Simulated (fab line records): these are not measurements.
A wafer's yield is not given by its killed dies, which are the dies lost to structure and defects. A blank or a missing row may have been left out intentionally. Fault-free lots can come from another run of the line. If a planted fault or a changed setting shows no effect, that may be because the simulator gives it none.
Struck lot and sound lot, side by side | flow berkeley-cmos170 | 20 steps out of a route of 331
Sound: these wafers, L903.2, L903.4, L903.5. The struck wafers were L898.1, L898.5, L898.6. The cause is named last.
Per side, at each step with rows, come the tool, then ch with its chambers, and then its first start. Under that, the readings that differ: sound wafers | struck wafers | difference of the means | sigmas: that difference in standard deviations of wafers without a fault.
alike: same words and numbers on both sides, and readings whose means sit less than 2 such deviations apart. not compared: any withheld reading, any reading some wafer has no value for, any bound like >300 that may hide the same value, and any number with overlapping values for which the record gives no deviation.
The two part at a step that has a row with sigmas, a row that says differs or no value, or rows on one side only. Numbers that have no deviation but don't overlap get no sigmas and don't part them. Lack of a reading on every wafer of one side parts them only where that side has two or more wafers.

UCB170_M1_STRIP_13: strips in O2.
  sound on plasma-asher-01 ch 0,1, day 10 20:55; struck on plasma-asher-01 ch 0,1, day 10 04:04
  alike: drypump-motor-current-A, oes-product-au
  not compared: rf-hours-counter-h
UCB170_M1_CD_MEAS_90: target cd 700 nm.
  sound: cd-sem-02 at day 10 21:02; struck: cd-sem-02 at day 10 04:10
  alike: cd-nm
then, 1 step without rows for these wafers: UCB170_M1_ANNEAL_14 (time 1200 s).
UCB170_V1_CVD_00: deposits SiO2 from TEOS/O2, target thk 2000 nm, time 250 s.
  sound on pecvd-02 ch 0,2, day 10 23:18; struck on pecvd-01 ch 0,2, day 10 08:04
  alike: heater-power-w
UCB170_V1_THK_MEAS_01:
  sound: film-metro-03 at day 10 23:28; struck: film-metro-01 at day 10 08:13
  alike: V1_TEOS_THK
UCB170_V1_CMP_02: polishes SiO2.
  sound on cmp-02 ch 0,1,2, day 10 23:37; struck on cmp-02 ch 2,3, day 10 08:17
  alike: motor-current-A, slurry-filter-dp-kPa
UCB170_V1_BOW_MEAS_03:
  sound: film-metro-03 at day 10 23:50; struck: film-metro-04 at day 10 08:35
  reading     | sound   | struck   | difference | sigmas
  V1_BOW (um) | 15 9 14 | 23 34 30 | +16        | +3
UCB170_V1_THK_MEAS_04:
  sound: film-metro-03 at day 10 23:56; struck: film-metro-04 at day 10 08:42
  alike: V1_POLISHED_THK
then, 4 steps without rows for these wafers: UCB170_V1_CLEAN_05 (cleans in DIW); UCB170_V1_HMDS_06 (prime time 60 s); UCB170_V1_COAT_07 (resist thk 900 nm); UCB170_V1_SOFTBAKE_08 (time 60 s).
UCB170_V1_EXPOSE_09: exposes mask VIA1, target cd 700 nm.
  sound on krf-scanner-02 ch 0, day 11 00:52; struck on krf-scanner-01 ch 0, day 10 09:31
  reading              | sound             | struck            | difference | sigmas
  exposure-dose-mJ-cm2 | 37.00 36.99 36.95 | 39.67 39.67 39.68 | +2.69      | +75
  alike: mask
then, 2 steps without rows for these wafers: UCB170_V1_PEB_10; UCB170_V1_DEVELOP_11 (develop time 45 s).
UCB170_V1_CD_MEAS_12: target cd 700 nm.
  sound: cd-sem-01 at day 11 01:21; struck: cd-sem-02 at day 10 10:21
  reading    | sound             | struck            | difference | sigmas
  cd-nm (nm) | 699.4 699.2 700.0 | 714.0 713.7 713.4 | +14.2      | +11
  not compared: hold
UCB170_V1_OVL_MEAS_13:
  sound: overlay-02 at day 11 01:27; struck: overlay-01 at day 10 11:58
  reading | sound | struck                                                                     | difference                   | sigmas
  hold    | - - - | await-dispo/1.5h/release await-dispo/1.5h/release await-dispo/1.5h/release | no value on the sound wafers |
  alike: V1_OVL
UCB170_V1_ETCH_14: etches SiO2 in CHF3/CF4/Ar, stops on Al, target depth 1250 nm, time 291 s.
  sound on rie-diel-03 ch 1,2,3, day 11 01:29; struck on rie-diel-01 ch 1,2, day 10 12:00
  reading             | sound           | struck          | difference | sigmas
  model.V1.cd-nm (nm) | 699.5 698.8 700 | 713.8 714 713.9 | +14.5      |
  alike: drypump-motor-current-A, oes-product-au, throttle-valve-pct
  not compared: rf-hours-counter-h
UCB170_V1_STRIP_15: strips in O2.
  sound on plasma-asher-02 ch 0,1, day 11 01:40; struck on plasma-asher-04 ch 0,1, day 10 12:10
  alike: drypump-motor-current-A, oes-product-au, strip-time-to-endpoint-s
  not compared: rf-hours-counter-h
UCB170_M3_PROBE_99:
  the record has rows for the struck wafers here (prober-02, day 10 22:34) and none for the sound ones

WHERE THEY PART
At UCB170_V1_BOW_MEAS_03 first; at UCB170_M3_PROBE_99 last (within this record only).

WHY: what the simulator had put in
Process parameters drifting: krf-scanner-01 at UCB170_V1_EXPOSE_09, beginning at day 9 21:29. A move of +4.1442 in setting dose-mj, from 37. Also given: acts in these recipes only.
